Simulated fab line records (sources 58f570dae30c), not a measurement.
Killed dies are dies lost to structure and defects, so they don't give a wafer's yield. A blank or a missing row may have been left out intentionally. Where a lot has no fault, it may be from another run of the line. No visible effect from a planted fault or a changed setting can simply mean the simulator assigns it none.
A single fault, viewed from 2 desks :: flow berkeley cmos170 :: each desk has only its own numbers; what lay behind them comes last

== DESK OF THE TOOL OWNER: rtp anneal-02 ==
At UCB170_SILICIDE_RTA_04 (time 15 s), the tool's own readings, given per lot that ran on this tool as the mean of the sampled wafers with a number. Any lot whose mean is over 4 standard deviations away from the usual mean is out of limits and marked OUT; that distance is given in the brackets.
Columns: A = lamp power pct at UCB170_SILICIDE_RTA_04, usual 10.46 %; B = wafer_temp_C_max at UCB170_SILICIDE_RTA_04, usual 653.3
lot: L899
first seen here: day 8 09:17
A: 10.39
B: 654.4

lot: L907
first seen here: day 9 19:55
A: 10.40
B: 653.6

lot: L911
first seen here: day 10 20:05
A: 10.40
B: 653.5

lot: L917
first seen here: day 11 06:58
A: 10.40
B: 654.2

lot: L919
first seen here: day 12 06:35
A: 10.40
B: 654.2
This desk's verdict: no lot among the 5 shows anything out of limits.

== AT THE METROLOGY DESK ==
Lot by lot, what the gauges showed, no matter which tool ran the lot: averages of those sampled wafers that carry a number. Any lot whose mean is over 4 standard deviations away from the usual mean is out of limits and marked OUT; that distance is given in the brackets. Readings shown: 7 of its 12, picked as those furthest out on some lot.
Columns: A = NSD_RS at UCB170_SDANNEAL_RS_MEAS_03, usual 37.28 ohm/sq; B = PLDD_RS at UCB170_SDANNEAL_RS_MEAS_04, usual 1032.6 ohm/sq; C = NLDD_RS at UCB170_SDANNEAL_RS_MEAS_05, usual 616.7 ohm/sq; D = SILICIDE_TI_RS at UCB170_SILICIDE_RS_MEAS_02, usual 26.17 ohm/sq; E = CONTACT_PSG_THK at UCB170_CONTACT_THK_MEAS_02, usual 701 nm; F = CONTACT_OVL at UCB170_CONTACT_OVL_MEAS_16, usual 4 nm; G = cd nm at UCB170_CONTACT_CD_MEAS_90, usual 700.1 nm
lot: L899
first seen here: day 8 08:32
A: 37.22
B: 1029.4
C: 617.8
D: 26.25
E: 698
F: 6
G: 699.5

lot: L900
first seen here: day 8 08:59
A: 37.28
B: 1036.5
C: 617.9
D: 26.54
E: 704
F: 13
G: 699.7

lot: L907
first seen here: day 9 19:10
A: 37.41
B: 1032.1
C: 618.3
D: 26.11
E: 704
F: 2
G: 698.5

lot: L911
first seen here: day 10 19:20
A: 37.19
B: 1027.6
C: 615.5
D: 26.41
E: 697
F: 0
G: 700.8

lot: L917
first seen here: day 11 06:13
A: 37.43
B: 1034.8
C: 617.1
D: 26.16
E: 697
F: 4
G: 699.7

lot: L920
first seen here: day 12 05:40
A: 37.21
B: 1032.1
C: 615.6
D: 26.04
E: 694
F: 3
G: 700.6

lot: L919
first seen here: day 12 05:50
A: 37.46
B: 1035.7
C: 619.9
D: 25.89
E: 713
F: 9
G: 701.0
This desk's verdict: no lot among the 7 shows anything out of limits.

== BROUGHT TOGETHER ==
Nothing out of limits was seen by the tool owner's desk.
The metrology desk saw nothing out of limits.

== WHAT THE SIMULATOR HAD INSERTED ==
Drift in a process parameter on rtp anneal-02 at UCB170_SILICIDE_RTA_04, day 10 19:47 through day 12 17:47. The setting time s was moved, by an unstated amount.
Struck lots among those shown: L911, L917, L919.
